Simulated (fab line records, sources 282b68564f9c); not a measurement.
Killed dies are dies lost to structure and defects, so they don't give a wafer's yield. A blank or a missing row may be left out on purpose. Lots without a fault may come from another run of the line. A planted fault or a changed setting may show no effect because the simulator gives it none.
Which tool did it? | flow rit_cmos | 14 lots, 42 wafers sampled, at 5 steps of a route of 202

WHAT THE GAUGES READ, wafer by wafer
RIT_PWELL_TW_MEAS_10. Usual: PWELL_TW 958, standard deviation 8.7.
lot  | measured    | on            | PWELL_TW    | flag
L384 | day 2 00:26 | film_metro-01 | 968 962 959 |
L385 | day 2 06:52 | film_metro-01 | 968 966 959 |
L386 | day 2 11:47 | film_metro-02 | 967 965 967 |
L387 | day 2 14:28 | film_metro-02 | 974 968 968 |
L389 | day 3 02:22 | film_metro-04 | 941 944 939 |
L390 | day 3 06:01 | film_metro-04 | 945 943 946 |
L392 | day 3 18:51 | film_metro-04 | 942 942 943 |
L393 | day 3 23:15 | film_metro-02 | 966 966 967 |
L394 | day 4 01:20 | film_metro-04 | 957 959 956 |
L396 | day 4 12:41 | film_metro-01 | 970 969 967 |
L397 | day 4 17:32 | film_metro-04 | 952 954 953 |
L398 | day 4 22:25 | film_metro-04 | 914 917 918 | OFF
L399 | day 5 03:26 | film_metro-01 | 963 963 960 |
L401 | day 5 13:00 | film_metro-04 | 919 924 930 | OFF

RIT_WELLDRIVE_RS_MEAS_02: measures by four-point-probe. Usual: PWELL_RS 429.4 ohm/sq, standard deviation 1.3.
lot  | measured    | on            | PWELL_RS (ohm/sq) | flag
L384 | day 2 05:42 | film_metro-02 | 430.7 431.4 430.4 |
L385 | day 2 12:08 | film_metro-01 | 428.1 427.4 429.1 |
L386 | day 2 18:29 | film_metro-01 | 427.8 428.0 428.9 |
L387 | day 2 19:44 | film_metro-01 | 429.2 427.9 428.9 |
L389 | day 3 08:07 | film_metro-02 | 429.9 428.9 428.2 |
L390 | day 3 12:27 | film_metro-02 | 427.2 427.8 427.6 |
L392 | day 4 00:36 | film_metro-01 | 428.9 430.6 429.0 |
L393 | day 4 05:33 | film_metro-04 | 430.5 430.6 431.1 |
L394 | day 4 07:02 | film_metro-01 | 429.8 428.3 428.2 |
L396 | day 4 17:58 | film_metro-01 | 429.7 428.4 427.9 |
L397 | day 4 23:22 | film_metro-04 | 428.0 428.9 428.0 |
L398 | day 5 04:16 | film_metro-04 | 461.7 459.8 461.0 | OFF
L399 | day 5 09:20 | film_metro-04 | 431.3 431.7 430.7 |
L401 | day 5 19:22 | film_metro-04 | 462.6 461.9 462.0 | OFF

RIT_FOX2_THK_MEAS_91. Usual: FIELD_OXIDE_LEFT_2_THK 255 nm, standard deviation 5.6.
lot  | measured    | on            | FIELD_OXIDE_LEFT_2_THK (nm) | flag
L384 | day 2 09:52 | film_metro-04 | 259 260 257                 |
L385 | day 2 16:01 | film_metro-04 | 252 250 248                 |
L386 | day 2 22:09 | film_metro-04 | 248 248 251                 |
L387 | day 2 23:27 | film_metro-02 | 251 249 258                 |
L389 | day 3 11:55 | film_metro-03 | 250 249 254                 |
L390 | day 3 16:20 | film_metro-04 | 252 250 255                 |
L392 | day 4 04:22 | film_metro-04 | 252 248 248                 |
L393 | day 4 09:20 | film_metro-03 | 255 251 257                 |
L394 | day 4 10:52 | film_metro-03 | 255 254 256                 |
L396 | day 4 21:40 | film_metro-04 | 251 246 250                 |
L397 | day 5 03:32 | film_metro-03 | 253 252 258                 |
L398 | day 5 07:55 | film_metro-04 | 259 264 262                 |
L399 | day 5 12:59 | film_metro-03 | 258 254 259                 |
L401 | day 5 23:08 | film_metro-03 | 262 260 267                 |

RIT_GATE_OVL_MEAS_17. Usual: GATE_OVL -1.4 nm, standard deviation 1.5.
lot  | measured    | on         | GATE_OVL (nm)  | flag
L384 | day 2 15:05 | overlay-02 | 0.7 -0.7 0.7   |
L385 | day 2 23:22 | overlay-01 | -1.5 -0.6 -0.4 |
L386 | day 3 03:11 | overlay-02 | 2.3 0.2 0.2    |
L387 | day 3 07:31 | overlay-01 | 1.0 0.1 2.2    |
L389 | day 3 18:28 | overlay-02 | -1.0 -0.4 -2.2 |
L390 | day 3 22:07 | overlay-02 | -3.3 -2.3 -2.2 |
L392 | day 4 10:47 | overlay-01 | 1.7 2.0 0.0    |
L393 | day 4 13:33 | overlay-01 | -3.8 -2.4 -1.3 |
L394 | day 4 15:05 | overlay-02 | -2.4 0.1 -0.5  |
L396 | day 5 02:19 | overlay-01 | -1.0 -1.3 -1.2 |
L397 | day 5 10:18 | overlay-02 | -2.0 -0.8 -1.2 |
L398 | day 5 12:17 | overlay-01 | -1.7 -3.5 -1.2 |
L399 | day 5 20:34 | overlay-02 | -1.6 -0.8 -2.3 |
L401 | day 6 05:28 | overlay-01 | 1.5 0.3 0.1    |

WHICH TOOL RAN EACH LOT (tool, then ch and the chambers of the sampled wafers, then the start)
lot  | RIT_PWELL_IMPLANT_08
L384 | implanter-01 ch 0, day 2 00:07
L385 | implanter-03 ch 0, day 2 06:32
L386 | implanter-03 ch 0, day 2 11:31
L387 | implanter-01 ch 0, day 2 14:08
L389 | implanter-03 ch 0, day 3 02:02
L390 | implanter-01 ch 0, day 3 05:42
L392 | implanter-01 ch 0, day 3 18:32
L393 | implanter-03 ch 0, day 3 22:56
L394 | implanter-01 ch 0, day 4 01:01
L396 | implanter-04 ch 0, day 4 12:22
L397 | implanter-03 ch 0, day 4 17:12
L398 | implanter-03 ch 0, day 4 22:06
L399 | implanter-01 ch 0, day 5 03:08
L401 | implanter-03 ch 0, day 5 12:41
- RIT_PWELL_IMPLANT_08

WHAT THE TOOLS THEMSELVES READ (means of the sampled wafers that have a number; where no wafer has one, the mark that the record gives instead)
RIT_PWELL_IMPLANT_08. Usual: beam_on_s 10.01 s, standard deviation 0.2; dose_ions_cm2 6.998e+13, standard deviation 6.9e+10; faraday_current_uA 222, standard deviation 4.4.
lot  | tool         | beam_on_s (s) | dose_ions_cm2 | faraday_current_uA | flag
L384 | implanter-01 | 10.09         | 7.000e+13     | 220                |
L385 | implanter-03 | 9.82          | 6.998e+13     | 226                |
L386 | implanter-03 | 9.79          | 6.997e+13     | 227                |
L387 | implanter-01 | 9.83          | 6.998e+13     | 226                |
L389 | implanter-03 | 10.02         | 6.999e+13     | 222                |
L390 | implanter-01 | 9.91          | 7.009e+13     | 224                |
L392 | implanter-01 | 10.28         | 6.999e+13     | 216                |
L393 | implanter-03 | 10.02         | 7.008e+13     | 222                |
L394 | implanter-01 | 10.03         | 6.999e+13     | 222                |
L396 | implanter-04 | 10.15         | 7.001e+13     | 219                |
L397 | implanter-03 | 10.02         | 7.005e+13     | 222                |
L398 | implanter-03 | 9.01          | 6.994e+13     | 246                | OFF
L399 | implanter-01 | 10.05         | 6.996e+13     | 221                |
L401 | implanter-03 | 9.04          | 6.996e+13     | 246                | OFF

THE ANSWER, worked out from the rows above alone
Rule: a lot is off if the mean of its wafers that have a number lies more than 3 standard deviations from the usual mean. A lot without any number at a reading at which 4 lots or more have one is off too. The other lots that the step has rows for count as sound. The gauges are gone through in route order, then the tools' own readings, and for those a lot's mean is taken as printed above. The first step at which some lot is off is used, and at that step the reading that is off furthest; a lot without a number counts as furthest.
Off: L398, L401, at RIT_PWELL_TW_MEAS_10 (PWELL_TW).
A tool fits if, at a process step before that reading, it ran every lot that is off, and no sound lot after the first of them. The gauges at RIT_PWELL_TW_MEAS_10 aren't tried: what is off there is off at RIT_PWELL_IMPLANT_08 too, on other tools, and a gauge's error can't cause that. One fits: implanter-03 at RIT_PWELL_IMPLANT_08. Its last sound lot is L397 (day 4 17:12), its first lot that is off L398 (day 4 22:06): a fault that began between those two fits.
The tool's own readings at RIT_PWELL_IMPLANT_08 bear it out: on the lots that are off they differ by more than 5 times the standard deviation of the sound lots' means. beam_on_s reads 9.02 s there against 10.00 s on the sound lots; faraday_current_uA reads 246 there against 222 on the sound lots.

WHAT THE SIMULATOR HAD PUT IN
Process parameter drift: implanter-03, from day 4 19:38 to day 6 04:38, at RIT_PWELL_IMPLANT_08. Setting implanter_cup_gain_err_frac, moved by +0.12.
Lots struck among those shown: L398, L401. The rule above found the same.
